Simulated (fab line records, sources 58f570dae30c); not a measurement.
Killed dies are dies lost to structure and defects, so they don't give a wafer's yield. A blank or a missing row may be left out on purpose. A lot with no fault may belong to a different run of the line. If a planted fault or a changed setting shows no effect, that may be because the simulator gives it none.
Which tool is to blame? + flow berkeley cmos170 + 14 lots, 42 wafers sampled, at 3 steps of a route of 331

## WHAT THE GAUGES SHOWED, per wafer
UCB170_CONTACT_CD_MEAS_90: target cd 700 nm. Usual: 700.1 nm for cd nm, sd 1.6.
| lot  | measured     | on        | cd nm (nm)        | flag |
|------|--------------|-----------|-------------------|------|
| L467 | day 7 00:22  | cd sem-01 | 701.4 699.7 700.0 |      |
| L468 | day 7 16:49  | cd sem-01 | 702.0 702.6 701.3 |      |
| L470 | day 8 00:32  | cd sem-01 | 699.2 700.8 701.0 |      |
| L471 | day 8 02:20  | cd sem-01 | 700.8 701.2 699.8 |      |
| L472 | day 8 14:13  | cd sem-01 | 700.3 701.9 700.6 |      |
| L474 | day 8 16:29  | cd sem-02 | 701.2 699.2 699.1 |      |
| L478 | day 9 13:41  | cd sem-02 | 700.0 697.7 698.3 |      |
| L486 | day 10 18:34 | cd sem-02 | 697.3 698.9 699.5 |      |
| L483 | day 10 18:37 | cd sem-01 | 701.4 703.1 700.0 |      |
| L481 | day 10 18:50 | cd sem-02 | 698.3 698.5 700.4 |      |
| L484 | day 10 19:10 | cd sem-01 | 701.1 701.3 700.9 |      |
| L485 | day 10 19:35 | cd sem-01 | 698.2 699.7 700.7 |      |
| L488 | day 11 07:32 | cd sem-01 | 699.5 701.5 699.6 |      |
| L489 | day 11 12:19 | cd sem-02 | 699.7 698.8 700.0 |      |

UCB170_M1_OVL_MEAS_10. Usual: M1_OVL typically reads -1 nm, with standard deviation 6.2.
| lot  | measured     | on         | M1_OVL (nm) | flag |
|------|--------------|------------|-------------|------|
| L467 | day 7 01:54  | overlay-01 | -1 1 4      |      |
| L468 | day 7 18:49  | overlay-02 | -4 0 0      |      |
| L470 | day 8 02:47  | overlay-02 | 5 6 5       |      |
| L471 | day 8 04:12  | overlay-01 | -8 -9 -10   |      |
| L472 | day 8 16:11  | overlay-02 | 4 -3 4      |      |
| L474 | day 8 18:17  | overlay-01 | -4 4 -5     |      |
| L478 | day 9 19:28  | overlay-02 | -1 7 -3     |      |
| L486 | day 10 21:13 | overlay-01 | -11 0 -13   |      |
| L483 | day 10 21:34 | overlay-02 | 0 -2 0      |      |
| L481 | day 10 21:50 | overlay-02 | 4 -3 -7     |      |
| L484 | day 10 21:57 | overlay-01 | -1 -5 2     |      |
| L485 | day 10 22:34 | overlay-01 | -12 -12 -4  |      |
| L488 | day 11 10:01 | overlay-02 | -2 -3 0     |      |
| L489 | day 11 14:50 | overlay-02 | -17 -6 -14  |      |

## WHICH TOOL RAN EACH LOT (tool, then ch and the chambers of the sampled wafers, then the start)
| lot  | UCB170_CONTACT_ETCH_18                        |
|------|-----------------------------------------------|
| L467 | rie diel-02 ch 1,2,3, day 7 00:22 or earlier  |
| L468 | rie diel-02 ch 0,2,3, day 7 16:49 or earlier  |
| L470 | rie diel-04 ch 0,1, day 8 00:32 or earlier    |
| L471 | rie diel-01 ch 0,1,3, day 8 02:20 or earlier  |
| L472 | rie diel-02 ch 1,3, day 8 14:13 or earlier    |
| L474 | rie diel-02 ch 0,1,3, day 8 16:29 or earlier  |
| L478 | rie diel-04 ch 0,1,2, day 9 13:41 or earlier  |
| L486 | rie diel-04 ch 0,1, day 10 18:34 or earlier   |
| L483 | rie diel-01 ch 2,3, day 10 18:37 or earlier   |
| L481 | rie diel-02 ch 2,3, day 10 18:50 or earlier   |
| L484 | rie diel-02 ch 0,3, day 10 19:10 or earlier   |
| L485 | rie diel-02 ch 2,3, day 10 19:35 or earlier   |
| L488 | rie diel-04 ch 0,1,3, day 11 07:32 or earlier |
| L489 | rie diel-01 ch 1,2,3, day 11 12:19 or earlier |
- UCB170_CONTACT_ETCH_18: etches PSG in CHF3/CF4/Ar, stops on TiSi2, target depth 840 nm, time 195 s.

## WHAT THE TOOLS THEMSELVES READ (means of the sampled wafers that have a number; where no wafer has one, the mark that the record gives instead)
UCB170_CONTACT_ETCH_18. Usual: drypump motor current A 5.8 A, standard deviation 0.41; oes product au 0.895 a.u., standard deviation 0.011; throttle valve pct 6.94 %, standard deviation 0.1.
| lot  | tool        | drypump motor current A (A) | oes product au (a.u.) | throttle valve pct (%) | flag |
|------|-------------|-----------------------------|-----------------------|------------------------|------|
| L467 | rie diel-02 | 5.7                         | 0.901                 | 6.97                   |      |
| L468 | rie diel-02 | 5.9                         | 0.902                 | 6.98                   |      |
| L470 | rie diel-04 | 5.5                         | 0.876                 | 6.90                   |      |
| L471 | rie diel-01 | 5.5                         | 0.892                 | 6.85                   |      |
| L472 | rie diel-02 | 5.5                         | 0.902                 | 7.00                   |      |
| L474 | rie diel-02 | 5.5                         | 0.889                 | 7.01                   |      |
| L478 | rie diel-04 | 5.7                         | 0.892                 | 6.84                   |      |
| L486 | rie diel-04 | 5.6                         | 0.889                 | 6.91                   |      |
| L483 | rie diel-01 | 5.9                         | 0.896                 | 7.04                   |      |
| L481 | rie diel-02 | 5.9                         | 0.901                 | 6.95                   |      |
| L484 | rie diel-02 | 5.7                         | 0.906                 | 7.00                   |      |
| L485 | rie diel-02 | 6.1                         | 0.890                 | 6.93                   |      |
| L488 | rie diel-04 | 5.9                         | 0.891                 | 6.89                   |      |
| L489 | rie diel-01 | 5.8                         | 0.889                 | 6.98                   |      |

## THE ANSWER, worked out from the rows above alone
Rule: a lot counts as off when the mean over its wafers that have a number is more than 3 standard deviations away from the usual mean. Also off: a lot with no number at a reading for which 4 or more lots have one. Any other lot the step has rows for is counted as sound. First the gauges in route order, then the tools' own readings, where a lot's mean is used as printed above. The first step at which some lot is off is used, and at that step the reading that is off furthest; a lot without a number counts as furthest.
No lot is off at any reading shown: from this, nothing can be told.

## WHAT THE SIMULATOR HAD PUT IN
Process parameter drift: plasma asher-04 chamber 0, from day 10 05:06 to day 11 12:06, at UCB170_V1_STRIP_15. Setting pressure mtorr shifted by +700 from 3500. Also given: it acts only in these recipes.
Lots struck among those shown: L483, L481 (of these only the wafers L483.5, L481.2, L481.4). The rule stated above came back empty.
